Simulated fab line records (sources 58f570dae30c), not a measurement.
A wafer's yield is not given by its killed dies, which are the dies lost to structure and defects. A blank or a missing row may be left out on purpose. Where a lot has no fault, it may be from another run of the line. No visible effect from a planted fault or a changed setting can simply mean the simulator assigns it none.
Tool commonality check -- flow berkeleyCmos170 -- Sampled: 14 lots, 42 wafers

THE REASON FOR OPENING IT
Of 14 lots, 2 have the reading GATE_OXIDE_THK flagged at UCB170_GATE_THK_MEAS_02. No-fault wafers: 6.57 nm, standard deviation 0.085.
Rule: a lot is flagged in two cases, either no wafer of it has a number, or all its wafers with numbers fall more than 4 standard deviations from that mean. All remaining lots are regarded as sound.

lot,measured,on,"GATE_OXIDE_THK (nm), wafer by wafer",flag
L338,day 6 23:26,filmMetro-03,6.34 6.34 6.36,
L339,day 7 15:31,filmMetro-02,6.53 6.59 6.58,
L344,day 8 10:08,filmMetro-04,6.58 6.49 6.44,
L345,day 8 10:13,filmMetro-04,6.47 6.56 6.68,
L341,day 8 10:14,filmMetro-03,6.61 6.59 6.68,
L347,day 8 17:41,filmMetro-03,6.42 6.52 6.51,
L350,day 9 06:07,filmMetro-03,6.73 6.71 6.62,
L349,day 9 06:07,filmMetro-04,6.58 6.50 6.63,
L352,day 9 17:32,filmMetro-02,6.48 6.58 6.65,
L351,day 9 17:36,filmMetro-02,6.52 6.77 6.62,
L353,day 9 17:37,filmMetro-04,6.68 6.61 6.56,
L357,day 10 18:44,filmMetro-04,6.52 6.52 6.58,
L361,day 11 13:22,filmMetro-02,8.66 8.60 8.66,FLAGGED
L360,day 11 13:23,filmMetro-03,8.62 8.68 8.59,FLAGGED
The numbers of the flagged lots are 8.63 nm on average: +2.06 nm against the usual, or +24 standard deviations.

TOOL THAT RAN EACH LOT
The record holds 1 process step before the reading, out of a route of 331 steps. Every cell lists first the tool, next ch and the chambers used by the sampled wafers, and last the start.
lot,flag,UCB170_GATE_OXIDATION_01
L338,,"furnace-02 ch 0, day 6 21:55"
L339,,"furnace-02 ch 0, day 7 13:59"
L344,,"furnace-02 ch 0, day 8 08:38"
L345,,"furnace-02 ch 0, day 8 08:38"
L341,,"furnace-02 ch 0, day 8 08:38"
L347,,"furnace-02 ch 0, day 8 16:10"
L350,,"furnace-01 ch 0, day 9 04:37"
L349,,"furnace-01 ch 0, day 9 04:37"
L352,,"furnace-01 ch 0, day 9 16:02"
L351,,"furnace-01 ch 0, day 9 16:02"
L353,,"furnace-01 ch 0, day 9 16:02"
L357,,"furnace-04 ch 0, day 10 17:14"
L361,FLAGGED,"furnace-01 ch 0, day 11 11:52"
L360,FLAGGED,"furnace-01 ch 0, day 11 11:52"
What is done by these steps:
- UCB170_GATE_OXIDATION_01: target thk 6.6 nm, ox time 1800 s.
- UCB170_GATE_THK_MEAS_02

FLAGGED AGAINST TOTAL, ONE TOOL AT A TIME (gauges that did the reading follow at the end)
step,tool,lots run,flagged,share of the flagged lots,sound lots run after its first flagged lot
UCB170_GATE_OXIDATION_01,furnace-01,7,2,all,0
UCB170_GATE_OXIDATION_01,furnace-02,6,0,none,-
UCB170_GATE_OXIDATION_01,furnace-04,1,0,none,-
UCB170_GATE_THK_MEAS_02,filmMetro-02,4,1,some,0
UCB170_GATE_THK_MEAS_02,filmMetro-03,5,1,some,0
UCB170_GATE_THK_MEAS_02,filmMetro-04,5,0,none,-

THE TABLE: WHAT IT ALLOWS
In the table, 1 row covers all flagged lots: furnace-01 at UCB170_GATE_OXIDATION_01.
- furnace-01 at UCB170_GATE_OXIDATION_01 ran 7 lots, 2 of them flagged. Last sound lot L351 at day 9 16:02, first flagged lot L360 at day 11 11:52; a fault beginning in between fits.
What remains is a single tool, furnace-01 at UCB170_GATE_OXIDATION_01.

WHAT HAD BEEN PUT IN BY THE SIMULATOR
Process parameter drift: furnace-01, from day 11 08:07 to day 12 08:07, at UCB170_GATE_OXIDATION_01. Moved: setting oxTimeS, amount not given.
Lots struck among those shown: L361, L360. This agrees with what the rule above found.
